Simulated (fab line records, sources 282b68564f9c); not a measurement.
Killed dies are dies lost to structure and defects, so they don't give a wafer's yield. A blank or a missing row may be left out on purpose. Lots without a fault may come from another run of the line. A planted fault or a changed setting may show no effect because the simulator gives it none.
Chamber matching | flow rit_cmos | RIT_SILICIDE_WET_ETCH_00 on wet_bench-02: 3 sister chambers
The step etches SiO2 in BOE, target depth 14 nm, time 15 s. 14 wafers are shown with their chamber, then 4 later ones without.

WAFERS WITH THEIR CHAMBER
wafer  | chamber | run_length_s (s) | bath_heat_duty_pct (%)
L654.1 | 3       | 45.7             | 1.9
L654.4 | 3       | 45.7             | 1.0
L654.6 | 3       | 45.7             | 0.8
L657.1 | 0       | 41.3             | 1.7
L657.3 | 0       | 41.3             | 2.3
L657.6 | 0       | 41.3             | 2.1
L667.1 | 3       | 41.6             | 2.1
L667.3 | 3       | 41.6             | 1.5
L667.6 | 3       | 41.6             | 1.6
L669.3 | 3       | 45.7             | 2.3
L669.5 | 3       | 45.7             | 1.8
L669.6 | 3       | 45.7             | 1.2
L670.1 | 2       | 46.6             | 1.7
L670.3 | 2       | 46.6             | 1.4

SIGNATURES (means of the wafers above)
reading            | chamber 0 | chamber 2 | chamber 3 | scatter within a chamber
run_length_s       | 41.300    | 46.600    | 44.333    | 1.75
bath_heat_duty_pct | 2.033     | 1.550     | 1.578     | 0.454
Rule: a wafer's distance from a chamber is the root of the sum, over the readings, of the square of ((its reading less the chamber's mean) divided by the reading's scatter). The wafer belongs to the nearest chamber; if the next one is less than 2 further off, it can't be placed. The scatter: the root of (the sum of the squares of (reading less its chamber's mean) over the shown wafers, divided by (wafers less chambers)).

WAFERS WITHOUT THEIR CHAMBER
wafer  | run_length_s (s) | bath_heat_duty_pct (%)
L670.4 | 46.6             | 1.4
L673.1 | 42.0             | 1.6
L673.2 | 42.0             | 1.4
L673.6 | 42.0             | 1.4

WHICH CHAMBER EACH WENT THROUGH
wafer  | from the rows above          | in truth
L670.4 | can't be placed: 2 or 3      | 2
L673.1 | can't be placed: 0 or 3 or 2 | 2
L673.2 | can't be placed: 3 or 0 or 2 | 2
L673.6 | can't be placed: 3 or 0 or 2 | 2
Placed correctly: 0 of 4. Can't be placed from these rows: 4 (the true chamber is among the candidates in 4). Placed wrongly: 0.
